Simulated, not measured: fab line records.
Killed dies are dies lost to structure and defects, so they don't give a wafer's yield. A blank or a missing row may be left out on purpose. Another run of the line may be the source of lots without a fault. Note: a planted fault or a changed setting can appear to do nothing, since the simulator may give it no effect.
What tool caused it? | flow rit_cmos | 14 lots with 42 wafers sampled at 2 steps, on a route of 202 steps

## WHAT THE GAUGES READ, wafer by wafer
The record lacks any reading of a measuring or inspecting step that a usual standard deviation could be used to judge.

## WHICH TOOL RAN EACH LOT (tool, then ch and the chambers of the sampled wafers, then the start)
lot  | RIT_M1_HARDBAKE_11               | RIT_M1_PROBE_99
L235 | litho_track-03 ch 0, day 3 05:47 | prober-02, day 3 08:19
L236 | litho_track-04 ch 0, day 3 12:05 | prober-01, day 3 14:39
L238 | litho_track-01 ch 0, day 3 22:37 | prober-01, day 4 01:08
L239 | litho_track-04 ch 0, day 4 02:43 | prober-02, day 4 05:14
L240 | litho_track-01 ch 0, day 4 06:45 | prober-01, day 4 09:16
L241 | litho_track-03 ch 0, day 4 11:32 | prober-02, day 4 14:02
L244 | litho_track-03 ch 0, day 5 03:26 | prober-01, day 5 05:56
L245 | litho_track-01 ch 0, day 5 08:10 | prober-02, day 5 10:42
L246 | litho_track-03 ch 0, day 5 12:24 | prober-01, day 5 14:55
L250 | litho_track-04 ch 0, day 6 09:55 | prober-01, day 6 12:25
L251 | litho_track-04 ch 0, day 6 14:43 | prober-02, day 6 17:14
L255 | litho_track-01 ch 0, day 7 10:55 | prober-02, day 7 14:29
L256 | litho_track-04 ch 0, day 7 15:05 | prober-01, day 7 17:37
L257 | litho_track-01 ch 0, day 7 19:59 | prober-02, day 7 22:31
- RIT_M1_HARDBAKE_11: time 120 s.
- RIT_M1_PROBE_99

## AS READ BY THE TOOLS THEMSELVES (means over the sampled wafers that have a number; for cases with no such wafer, the mark the record gives instead)
RIT_M1_HARDBAKE_11. Usual: exhaust_pa 44.9 Pa, standard deviation 0.94; heater_power_total_W 52.03 W, standard deviation 0.06; plate_temp_C 139.96 C, standard deviation 0.13.
lot  | tool           | exhaust_pa (Pa) | heater_power_total_W (W) | plate_temp_C (C) | flag
L235 | litho_track-03 | 43.2            | 52.07                    | 139.94           |
L236 | litho_track-04 | 44.9            | 52.06                    | 139.85           |
L238 | litho_track-01 | 45.9            | 52.03                    | 139.97           |
L239 | litho_track-04 | 43.5            | 52.02                    | 139.88           |
L240 | litho_track-01 | 45.2            | 52.00                    | 140.12           |
L241 | litho_track-03 | 44.6            | 52.02                    | 140.00           |
L244 | litho_track-03 | 43.9            | 50.27                    | 136.27           | OFF
L245 | litho_track-01 | 44.4            | 52.00                    | 139.97           |
L246 | litho_track-03 | 44.6            | 50.24                    | 136.38           | OFF
L250 | litho_track-04 | 44.6            | 52.02                    | 139.90           |
L251 | litho_track-04 | 45.6            | 52.15                    | 139.99           |
L255 | litho_track-01 | 44.6            | 52.04                    | 139.94           |
L256 | litho_track-04 | 44.3            | 52.05                    | 139.92           |
L257 | litho_track-01 | 44.9            | 52.04                    | 140.02           |

RIT_M1_PROBE_99. Usual: defect_limited_yield 97.3 %, standard deviation 1.3; killed_at_M0_to_M3 0.0, standard deviation 0.14; killed_at_contacts 0.1, standard deviation 0.36; killed_at_front_end 7, standard deviation 3.4; killed_dies 7, standard deviation 3.4; killed_on_rim 2.0, standard deviation 1.5; killed_open 3.3, standard deviation 2; killed_short 3.8, standard deviation 2.4; sort_bin_3_pad_short 0.1 %, standard deviation 0.24; sort_bin_5_function 1.5 %, standard deviation 0.86; sort_bin_6_memory 1.0 %, standard deviation 0.74; sort_n_pass 257, standard deviation 3.4; sort_yield_pct 97.3 %, standard deviation 1.3.
lot  | tool      | defect_limited_yield (%) | killed_at_M0_to_M3 | killed_at_contacts | killed_at_front_end | killed_dies | killed_on_rim | killed_open | killed_short | sort_bin_3_pad_short (%) | sort_bin_5_function (%) | sort_bin_6_memory (%) | sort_n_pass | sort_yield_pct (%) | flag
L235 | prober-02 | 97.5                     | 0.0                | 0.7                | 6                   | 7           | 3.0           | 3.7         | 3.0          | 0.1                      | 1.5                     | 0.9                   | 257         | 97.5               |
L236 | prober-01 | 97.4                     | 0.0                | 0.0                | 7                   | 7           | 2.3           | 3.3         | 3.3          | 0.3                      | 1.2                     | 1.0                   | 257         | 97.4               |
L238 | prober-01 | 97.7                     | 0.0                | 0.7                | 5                   | 6           | 0.3           | 1.7         | 4.0          | 0.0                      | 1.6                     | 0.6                   | 258         | 97.7               |
L239 | prober-02 | 97.9                     | 0.0                | 0.3                | 5                   | 5           | 2.3           | 2.3         | 3.0          | 0.0                      | 1.3                     | 0.8                   | 259         | 97.9               |
L240 | prober-01 | 96.1                     | 0.3                | 0.0                | 10                  | 10          | 3.0           | 5.0         | 4.3          | 0.1                      | 2.9                     | 0.9                   | 254         | 96.1               |
L241 | prober-02 | 97.6                     | 0.0                | 0.0                | 6                   | 6           | 2.0           | 3.7         | 2.7          | 0.0                      | 1.6                     | 0.8                   | 258         | 97.6               |
L244 | prober-01 | 97.5                     | 0.0                | 0.7                | 6                   | 7           | 1.7           | 4.3         | 2.3          | 0.3                      | 1.7                     | 0.6                   | 257         | 97.5               |
L245 | prober-02 | 96.7                     | 0.0                | 0.0                | 9                   | 9           | 3.0           | 3.0         | 5.7          | 0.4                      | 1.4                     | 1.5                   | 255         | 96.7               |
L246 | prober-01 | 98.1                     | 0.0                | 0.0                | 5                   | 5           | 0.7           | 2.7         | 2.3          | 0.0                      | 1.0                     | 0.9                   | 259         | 98.1               |
L250 | prober-01 | 97.1                     | 0.0                | 0.0                | 8                   | 8           | 2.0           | 4.0         | 3.7          | 0.1                      | 1.4                     | 1.4                   | 256         | 97.1               |
L251 | prober-02 | 96.1                     | 0.0                | 0.0                | 10                  | 10          | 2.0           | 4.3         | 6.0          | 0.5                      | 1.5                     | 1.9                   | 254         | 96.1               |
L255 | prober-02 | 96.3                     | 0.0                | 0.0                | 10                  | 10          | 3.0           | 4.0         | 5.7          | 0.1                      | 1.9                     | 1.7                   | 254         | 96.3               |
L256 | prober-01 | 96.8                     | 0.0                | 0.0                | 8                   | 8           | 2.0           | 3.7         | 4.3          | 0.0                      | 1.8                     | 1.4                   | 256         | 96.8               |
L257 | prober-02 | 97.5                     | 0.0                | 0.0                | 7                   | 7           | 2.0           | 2.7         | 4.0          | 0.0                      | 1.6                     | 0.9                   | 257         | 97.5               |

## THE ANSWER, worked out from the rows above alone
Rule: take the mean of a lot's wafers that have a number; if it is more than 3 standard deviations from the usual mean, the lot is off. A lot without any number at a reading at which 4 lots or more have one is off too. All remaining lots with rows at the step are treated as sound. Order of review: gauges by route order, followed by the tools' own readings, for which a lot's mean as printed above is used. At the first step where some lot is off, the reading lying furthest off is the one used; lots without a number count as furthest.
Off at RIT_M1_HARDBAKE_11 (heater_power_total_W): L244, L246.
A tool fits if, at that step or a process step before it, it ran every lot that is off, and no sound lot after the first of them. One candidate fits, namely litho_track-03 at RIT_M1_HARDBAKE_11. Its last sound lot is L241 (day 4 11:32), its first lot that is off L244 (day 5 03:26): a fault that began between those two fits.
The tool's own readings at RIT_M1_HARDBAKE_11 bear it out: on the lots that are off they differ by more than 5 times the standard deviation of the sound lots' means. heater_power_total_W reads 50.26 W there against 52.04 W on the sound lots; plate_temp_C reads 136.32 C there against 139.96 C on the sound lots.

## WHAT WAS PUT IN BY THE SIMULATOR
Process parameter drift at RIT_M1_HARDBAKE_11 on litho_track-03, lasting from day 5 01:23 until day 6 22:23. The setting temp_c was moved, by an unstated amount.
Shown lots that were struck: L244, L246. The rule above found the same.
